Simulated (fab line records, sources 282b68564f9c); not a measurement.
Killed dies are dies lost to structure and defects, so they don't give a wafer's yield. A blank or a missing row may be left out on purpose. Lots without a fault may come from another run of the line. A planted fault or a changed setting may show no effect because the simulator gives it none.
Split-lot experiment | flow rit_cmos | 5 lots, 23 wafers read, on a route of 202 steps

THE SPLIT
At RIT_GATE_EXPOSE_13 (exposes mask M6, target cd 150 nm), the setting dose_mj was moved away from the recipe's 380 on 7 of the 23 wafers read, by +2.2% to +7.4%. The other wafers ran this setting at the recipe's value.

FROM THE SPLIT TO THE READING: what the file shows between them, 5 steps
- RIT_GATE_PEB_14
- RIT_GATE_DEVELOP_15: develop time 50 s
- RIT_GATE_CD_MEAS_16: target cd 150 nm
- RIT_GATE_ETCH_19: etches poly-Si in SF6/CHF3/O2, stops on SiO2, time 165 s, target depth 312.5 nm (also split here: rf_w)
- RIT_GATE_STRIP_20: strips in O2, time 180 s

THE READING
cd_nm, in nm, at RIT_GATE_CD_MEAS_90 (target cd 150 nm). Fault-free wafers of this fab line usually give 149.3 nm, standard deviation 1.8 nm.

wafer  | tool, chamber at the split | dose_mj as run | against the recipe | cd_nm, nm | against lot-mates on the recipe
L074.2 | iline_stepper-02, 0        | 380            | recipe             | 147.7     | -
L074.3 | iline_stepper-02, 0        | 380            | recipe             | 147.5     | -
L074.6 | iline_stepper-02, 0        | 380            | recipe             | 146.7     | -
L075.1 | iline_stepper-02, 0        | 388.3          | +2.2%              | 138.6     | -9.4
L075.2 | iline_stepper-02, 0        | 388.3          | +2.2%              | 137.7     | -10.3
L075.3 | iline_stepper-02, 0        | 380            | recipe             | 147.0     | -
L075.5 | iline_stepper-02, 0        | 380            | recipe             | 147.7     | -
L075.6 | iline_stepper-02, 0        | 380            | recipe             | 149.4     | -
L079.1 | iline_stepper-02, 0        | 389.1          | +2.4%              | 137.8     | -11.5
L079.2 | iline_stepper-02, 0        | 380            | recipe             | 148.6     | -
L079.3 | iline_stepper-02, 0        | 389.1          | +2.4%              | 138.5     | -10.8
L079.5 | iline_stepper-02, 0        | 380            | recipe             | 150.2     | -
L079.6 | iline_stepper-02, 0        | 380            | recipe             | 149.2     | -
L083.1 | iline_stepper-02, 0        | 380            | recipe             | 147.4     | -
L083.2 | iline_stepper-02, 0        | 380            | recipe             | 151.3     | -
L083.3 | iline_stepper-02, 0        | 408.2          | +7.4%              | 113.3     | -36.1
L083.5 | iline_stepper-02, 0        | 408.2          | +7.4%              | 112.3     | -37.1
L083.6 | iline_stepper-02, 0        | 408.2          | +7.4%              | 114.4     | -35.0
L084.1 | iline_stepper-02, 0        | 380            | recipe             | 153.0     | -
L084.2 | iline_stepper-02, 0        | 380            | recipe             | 152.2     | -
L084.3 | iline_stepper-02, 0        | 380            | recipe             | 149.4     | -
L084.4 | iline_stepper-02, 0        | 380            | recipe             | 151.0     | -
L084.6 | iline_stepper-02, 0        | 380            | recipe             | 150.5     | -

THE FIT
A straight line over all 23 wafers: cd_nm changes by -4.85 nm for each +1% of dose_mj; r = -0.99; the points scatter about the line by 1.7 nm.
The same after taking each lot's own level away (the mean of its wafers on the recipe; 23 wafers): -4.84 nm for each +1%; r = -1.00; scatter 1.1 nm.
On that fit, the largest move of dose_mj shifts the reading by 36 nm.
The lots' own levels span 147.30 to 151.22 nm, that is 2.2 times the standard deviation above.
So the lot-to-lot level changes the slope little: the two slopes agree.
Check: with one of the wafers moved furthest among these (+7.4%) left out of the fit, the line predicts -35.7 nm for it against its lot-mates. It came out at -36.1 nm against them.

OTHER SPLITS ON THESE WAFERS
These wafers also went through other splits before the reading. Each is held against what the fit with the lots' levels taken away leaves over:
other split on the same wafers    | wafers away from the commonest value | r with cd_nm (lot level and that fit taken away)
RIT_ACTIVE_OXIDATION_01 ox_time_s | 15                                   | +0.07
RIT_ACTIVE_COAT_06 spin_rpm       | 7                                    | -0.14
RIT_NWELL_COAT_01 resist_thk_nm   | 7                                    | -0.25
RIT_NWELL_IMPLANT_08 energy_kev   | 10                                   | -0.31
RIT_NRETRO_SOFTBAKE_02 temp_c     | 4                                    | -0.10
RIT_PRETRO_SOFTBAKE_02 temp_c     | 11                                   | -0.34
RIT_GATE_CVD_08 sih4_flow_sccm    | 18                                   | -0.06
RIT_GATE_ETCH_19 rf_w             | 10                                   | -0.22

THE WHOLE CHAIN: every reading that the file lists as answering this split, in the file's order
step                | what it does                                                                    | reading                                                                        | change (the file's fit)              | r (the file's)
RIT_GATE_CD_MEAS_16 | target cd 150 nm                                                                | cd_nm                                                                          | -4.86 nm for each +1% of the setting | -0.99
RIT_GATE_ETCH_19    | etches poly-Si in SF6/CHF3/O2, stops on SiO2, time 165 s, target depth 312.5 nm | GATE.cd_nm (the simulator's own value, which no gauge read)                    | -4.83 nm for each +1% of the setting | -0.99
RIT_GATE_CD_MEAS_90 | target cd 150 nm                                                                | cd_nm                                                                          | -4.82 nm for each +1% of the setting | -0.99
RIT_M1_PROBE_99     |                                                                                 | etest.pmos_turned.r_on_ohm_um (the simulator's own value, which no gauge read) | -114 for each +1% of the setting     | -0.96
RIT_M1_PROBE_99     |                                                                                 | etest.pmos_0p15.r_on_ohm_um (the simulator's own value, which no gauge read)   | -113 for each +1% of the setting     | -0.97
RIT_M1_PROBE_99     |                                                                                 | etest.pmos_0p3.r_on_ohm_um (the simulator's own value, which no gauge read)    | -58 for each +1% of the setting      | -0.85
RIT_M1_PROBE_99     |                                                                                 | etest.nmos_0p15.r_on_ohm_um (the simulator's own value, which no gauge read)   | -33.5 for each +1% of the setting    | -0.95
RIT_M1_PROBE_99     |                                                                                 | etest.nmos_0p3.r_on_ohm_um (the simulator's own value, which no gauge read)    | -17.8 for each +1% of the setting    | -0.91

THE FILE'S OWN FIT
cd_nm changes by -4.82 nm for each +1% of dose_mj, r = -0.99.
